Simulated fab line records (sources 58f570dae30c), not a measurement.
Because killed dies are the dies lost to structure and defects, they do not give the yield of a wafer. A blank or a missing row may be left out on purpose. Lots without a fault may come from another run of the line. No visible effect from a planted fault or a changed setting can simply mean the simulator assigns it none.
One fault through the eyes of 2 desks -- flow berkeley cmos170 -- each desk has only its own numbers; what lay behind them comes last

== THE METROLOGY DESK ==
Lot by lot, what the gauges showed, no matter which tool ran the lot: averages of those sampled wafers that carry a number. If a lot's mean is further than 4 standard deviations from the usual mean, the lot is out of limits and carries the mark OUT (the distance appears in the brackets).
Columns: A = NWELL_OXIDE_THK at UCB170_NWELL_THK_MEAS_02, usual 26.5 nm; B = PSD_TW at UCB170_PSD_TW_MEAS_10, usual 2320
lot,first seen here,A,B
L369,day 2 05:09,26.6,2329
L370,day 2 07:26,26.9,2335
L371,day 2 11:31,27.2,2337
L372,day 2 11:33,26.6,2323
L373,day 2 15:07,26.6,2309
L374,day 3 01:28,26.0,2308
L379,day 4 02:05,25.2,2334
L387,day 5 15:55,26.2,-
L386,day 5 15:56,26.8,-
L388,day 6 03:46,26.0,2309
L389,day 6 06:22,25.6,2326
L390,day 6 10:36,26.2,2328
L391,day 6 10:36,26.5,2326
L392,day 6 16:19,26.2,2324
This desk's verdict: no lot among the 14 shows anything out of limits.

== DESK OF THE TOOL OWNER: furnace-04 ==
The tool's own readings at UCB170_GATE_ANNEAL_03 (time 1800 s): means of the sampled wafers that have a number, for each lot that ran on this tool. If a lot's mean is further than 4 standard deviations from the usual mean, the lot is out of limits and carries the mark OUT (the distance appears in the brackets).
Columns: A = spike tc centre C at UCB170_GATE_ANNEAL_03, usual 901.3 C; B = spike tc load C at UCB170_GATE_ANNEAL_03, usual 928 C
lot,first seen here,A,B
L369,day 6 04:04,902.0,934
L373,day 6 17:49,900.3,933
L374,day 6 17:49,901.2,934
L388,day 9 21:26,899.8,932
L389,day 9 21:26,901.5,934
L390,day 9 21:26,901.5,934
L391,day 9 21:26,900.3,933
This desk's verdict: no lot among the 7 shows anything out of limits.

== ALL TOGETHER ==
Metrology desk: nothing out of limits seen.
The tool owner's desk saw nothing out of limits.

== WHAT THE SIMULATOR PUT IN ==
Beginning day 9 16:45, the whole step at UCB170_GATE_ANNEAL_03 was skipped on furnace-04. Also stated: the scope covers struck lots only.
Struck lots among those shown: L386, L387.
